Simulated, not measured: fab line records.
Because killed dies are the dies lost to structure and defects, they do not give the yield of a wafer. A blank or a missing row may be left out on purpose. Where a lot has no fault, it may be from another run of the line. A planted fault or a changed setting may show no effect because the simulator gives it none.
What tool caused it?    flow rit_cmos    42 wafers from 14 lots sampled at 2 of the route's 202 steps

## WHAT THE GAUGES SHOWED, per wafer
The record holds no reading of a measuring or inspecting step that can be judged against a usual standard deviation.

## WHICH TOOL RAN EACH LOT (tool, then ch and the chambers of the sampled wafers, then the start)
lot   RIT_M1_SOFTBAKE_05                RIT_M1_PROBE_99
L138  litho_track-03 ch 0, day 3 10:25  prober-02, day 3 13:43
L139  litho_track-04 ch 0, day 3 15:19  prober-01, day 3 18:42
L140  litho_track-04 ch 0, day 3 17:23  prober-02, day 3 20:47
L141  litho_track-04 ch 0, day 4 04:50  prober-01, day 4 08:18
L144  litho_track-04 ch 0, day 4 18:13  prober-01, day 4 21:52
L143  litho_track-03 ch 0, day 4 18:26  prober-02, day 4 23:22
L146  litho_track-01 ch 0, day 5 09:24  prober-02, day 5 12:43
L147  litho_track-01 ch 0, day 5 12:01  prober-01, day 5 15:40
L149  litho_track-01 ch 0, day 5 23:26  prober-01, day 6 03:02
L151  litho_track-03 ch 0, day 6 04:44  prober-01, day 7 14:44
L153  litho_track-03 ch 0, day 6 12:14  prober-02, day 7 15:05
L158  litho_track-03 ch 0, day 7 19:22  prober-02, day 7 22:47
L159  litho_track-03 ch 0, day 7 23:35  prober-01, day 8 03:08
L161  litho_track-01 ch 0, day 8 17:33  prober-02, day 8 20:47
- RIT_M1_SOFTBAKE_05: time 60 s.
- RIT_M1_PROBE_99

## AS READ BY THE TOOLS THEMSELVES (means over the sampled wafers that have a number; for cases with no such wafer, the mark the record gives instead)
RIT_M1_SOFTBAKE_05. Usual: heater_power_total_W 34.57 W, standard deviation 0.051; plate_temp_C 90.00 C, standard deviation 0.11.
lot   tool            heater_power_total_W (W)  plate_temp_C (C)  flag
L138  litho_track-03  34.56                     90.10             
L139  litho_track-04  34.55                     89.96             
L140  litho_track-04  34.55                     90.05             
L141  litho_track-04  34.56                     89.83             
L144  litho_track-04  34.59                     90.04             
L143  litho_track-03  34.54                     90.02             
L146  litho_track-01  34.56                     89.85             
L147  litho_track-01  34.58                     90.05             
L149  litho_track-01  34.57                     90.05             
L151  litho_track-03  34.53                     89.95             
L153  litho_track-03  34.56                     89.99             
L158  litho_track-03  33.69                     88.30             OFF
L159  litho_track-03  33.69                     88.43             OFF
L161  litho_track-01  34.58                     89.99             

RIT_M1_PROBE_99. Usual: defect_limited_yield 97.6 %, standard deviation 1.2; killed_at_contacts 0.1, standard deviation 0.23; killed_at_front_end 6, standard deviation 3.1; killed_dies 6, standard deviation 3.1; killed_open 3.2, standard deviation 1.9; killed_short 3.2, standard deviation 2.1; sort_bin_3_pad_short 0.1 %, standard deviation 0.22; sort_bin_5_function 1.5 %, standard deviation 0.86; sort_bin_6_memory 0.9 %, standard deviation 0.61; sort_n_pass 258, standard deviation 3.1; sort_yield_pct 97.6 %, standard deviation 1.2.
lot   tool       defect_limited_yield (%)  killed_at_contacts  killed_at_front_end  killed_dies  killed_open  killed_short  sort_bin_3_pad_short (%)  sort_bin_5_function (%)  sort_bin_6_memory (%)  sort_n_pass  sort_yield_pct (%)  flag
L138  prober-02  96.8                      0.0                 8                    8            5.0          3.3           0.1                       2.5                      0.5                    256          96.8                
L139  prober-01  97.8                      0.0                 6                    6            3.0          2.7           0.0                       1.7                      0.5                    258          97.8                
L140  prober-02  97.1                      0.0                 8                    8            3.0          4.7           0.0                       2.0                      0.9                    256          97.1                
L141  prober-01  97.3                      0.0                 7                    7            4.3          2.7           0.0                       1.9                      0.8                    257          97.3                
L144  prober-01  98.2                      0.0                 5                    5            2.3          2.3           0.1                       1.2                      0.5                    259          98.2                
L143  prober-02  98.4                      0.0                 4                    4            2.0          2.3           0.1                       0.8                      0.8                    260          98.4                
L146  prober-02  97.4                      0.7                 6                    7            3.0          3.7           0.0                       1.4                      1.2                    257          97.4                
L147  prober-01  98.9                      0.0                 3                    3            1.0          2.0           0.3                       0.7                      0.3                    261          98.9                
L149  prober-01  97.6                      0.0                 6                    6            4.0          2.0           0.1                       0.9                      1.4                    258          97.6                
L151  prober-01  97.1                      0.0                 8                    8            3.3          4.3           0.5                       1.9                      0.5                    256          97.1                
L153  prober-02  97.6                      0.3                 6                    6            3.3          3.0           0.1                       1.5                      0.8                    258          97.6                
L158  prober-02  95.5                      0.0                 12                   12           6.3          5.7           0.1                       3.0                      1.4                    252          95.5                
L159  prober-01  98.1                      0.0                 5                    5            2.0          2.7           0.0                       1.1                      0.8                    259          98.1                
L161  prober-02  98.2                      0.0                 5                    5            2.7          2.0           0.0                       0.9                      0.9                    259          98.2                

## THE ANSWER, worked out from the rows above alone
Rule: a lot counts as off when the mean over its wafers that have a number is more than 3 standard deviations away from the usual mean. Also off: a lot with no number at a reading for which 4 or more lots have one. The other lots that the step has rows for count as sound. The gauges are gone through in route order, then the tools' own readings, and for those a lot's mean is taken as printed above. The first step at which some lot is off is used, and at that step the reading that is off furthest; a lot without a number counts as furthest.
Off: L158, L159 (RIT_M1_SOFTBAKE_05, heater_power_total_W).
A tool fits if, at that step or a process step before it, it ran every lot that is off, and no sound lot after the first of them. One fits: litho_track-03 at RIT_M1_SOFTBAKE_05. Its last sound lot is L153 (day 6 12:14), its first lot that is off L158 (day 7 19:22): a fault that began between those two fits.
The tool's own readings at RIT_M1_SOFTBAKE_05 bear it out: on the lots that are off they differ by more than 5 times the standard deviation of the sound lots' means. heater_power_total_W reads 33.69 W there against 34.56 W on the sound lots; plate_temp_C reads 88.37 C there against 89.99 C on the sound lots.

## WHAT THE SIMULATOR HAD INSERTED
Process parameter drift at RIT_M1_SOFTBAKE_05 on litho_track-03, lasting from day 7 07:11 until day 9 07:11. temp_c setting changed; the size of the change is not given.
Struck lots among those shown: L158, L159. The rule above found the same.
